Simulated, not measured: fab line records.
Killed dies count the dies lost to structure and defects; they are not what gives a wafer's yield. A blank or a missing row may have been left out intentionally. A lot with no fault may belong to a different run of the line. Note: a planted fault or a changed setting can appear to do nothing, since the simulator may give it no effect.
Lot-split experiment + flow berkeleyCmos170 + route with 331 steps; 5 lots, 23 wafers read

THE SPLIT
At UCB170_CONTACT_COAT_04 (resist thk 900 nm), the setting spinRpm was moved away from the recipe's 1500 rpm on 5 of the 23 wafers read, by -6.9% to -6.3%. The other wafers ran this setting at the recipe's value.

Reading taken at the split's own step.

THE READING
KrF_of_CONTACT_COAT_04.thkNm (the simulator's own value, which no gauge read), in nm, at UCB170_CONTACT_COAT_04 (resist thk 900 nm). No usual value for it is given in the file. Across the 18 wafers here that went through the recipe, the average is 898.7 nm and the standard deviation 2.6 nm.

| wafer  | tool, chamber at the split | spinRpm as run, rpm | against the recipe | KrF_of_CONTACT_COAT_04.thkNm, nm | against lot-mates on the recipe |
|--------|----------------------------|---------------------|--------------------|----------------------------------|---------------------------------|
| L076.1 | lithoTrack-04, 0           | 1500                | recipe             | 898.6                            | -                               |
| L076.2 | lithoTrack-04, 0           | 1500                | recipe             | 897                              | -                               |
| L076.3 | lithoTrack-04, 0           | 1500                | recipe             | 899.4                            | -                               |
| L076.4 | lithoTrack-04, 0           | 1500                | recipe             | 897.4                            | -                               |
| L076.5 | lithoTrack-04, 0           | 1500                | recipe             | 898.7                            | -                               |
| L078.1 | lithoTrack-03, 0           | 1500                | recipe             | 896.2                            | -                               |
| L078.2 | lithoTrack-03, 0           | 1500                | recipe             | 894.2                            | -                               |
| L078.4 | lithoTrack-03, 0           | 1500                | recipe             | 897.4                            | -                               |
| L078.5 | lithoTrack-03, 0           | 1500                | recipe             | 896.4                            | -                               |
| L078.6 | lithoTrack-03, 0           | 1500                | recipe             | 894.3                            | -                               |
| L080.1 | lithoTrack-04, 0           | 1396                | -6.9%              | 934                              | +32.5                           |
| L080.2 | lithoTrack-04, 0           | 1500                | recipe             | 901.8                            | -                               |
| L080.4 | lithoTrack-04, 0           | 1396                | -6.9%              | 932.3                            | +30.8                           |
| L080.5 | lithoTrack-04, 0           | 1396                | -6.9%              | 931.5                            | +30.0                           |
| L080.6 | lithoTrack-04, 0           | 1500                | recipe             | 901.1                            | -                               |
| L082.1 | lithoTrack-04, 0           | 1500                | recipe             | 902.7                            | -                               |
| L082.4 | lithoTrack-04, 0           | 1500                | recipe             | 904.4                            | -                               |
| L082.6 | lithoTrack-04, 0           | 1500                | recipe             | 899.5                            | -                               |
| L083.1 | lithoTrack-01, 0           | 1500                | recipe             | 900.2                            | -                               |
| L083.2 | lithoTrack-01, 0           | 1500                | recipe             | 899.5                            | -                               |
| L083.3 | lithoTrack-01, 0           | 1500                | recipe             | 898.2                            | -                               |
| L083.5 | lithoTrack-01, 0           | 1405                | -6.3%              | 931.4                            | +32.1                           |
| L083.6 | lithoTrack-01, 0           | 1405                | -6.3%              | 927.5                            | +28.2                           |

THE FIT
A straight line over all 23 wafers: KrF_of_CONTACT_COAT_04.thkNm changes by -4.87 nm for each +1% of spinRpm; r = -0.98; the points scatter about the line by 2.5 nm.
The same after taking each lot's own level away (the mean of its wafers on the recipe; 23 wafers): -4.59 nm for each +1%; r = -0.99; scatter 1.4 nm.
Per that fit: largest spinRpm move, reading shift of 32 nm.
The lots' own levels span 895.70 to 902.20 nm, that is 2.5 times the standard deviation above.
Consequently the slope shifts little with the lot-to-lot level, the two slopes agreeing.
Check: +31.6 nm against its lot-mates is what the line predicts for one of the wafers moved furthest among these (-6.9%) when that wafer is left out of the fit. Against them it came out at +32.5 nm.

THE OTHER SPLITS THESE WAFERS WENT THROUGH
Before the reading, these wafers also passed through other splits. Each is held against what the fit with the lots' levels taken away leaves over:
| other split on the same wafers    | wafers away from the commonest value | r with KrF_of_CONTACT_COAT_04.thkNm (lot level and that fit taken away) |
|-----------------------------------|--------------------------------------|-------------------------------------------------------------------------|
| UCB170_SILICIDE_SPUTTER_01 powerW | 9                                    | -0.10                                                                   |

THE WHOLE CHAIN: every reading that the file lists as answering this split, in the file's order
| step                    | what it does      | reading                                                                       | change (the file's fit)              | r (the file's) |
|-------------------------|-------------------|-------------------------------------------------------------------------------|--------------------------------------|----------------|
| UCB170_CONTACT_COAT_04  | resist thk 900 nm | KrF_of_CONTACT_COAT_04.thkNm (the simulator's own value, which no gauge read) | -4.62 nm for each +1% of the setting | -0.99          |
| UCB170_CONTACT_STRIP_06 | strips in O2      | stripTimeToEndpointS                                                          | withheld for each +1% of the setting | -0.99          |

FILE'S OWN FIT
KrF_of_CONTACT_COAT_04.thkNm changes by -4.62 nm for each +1% of spinRpm, r = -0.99.
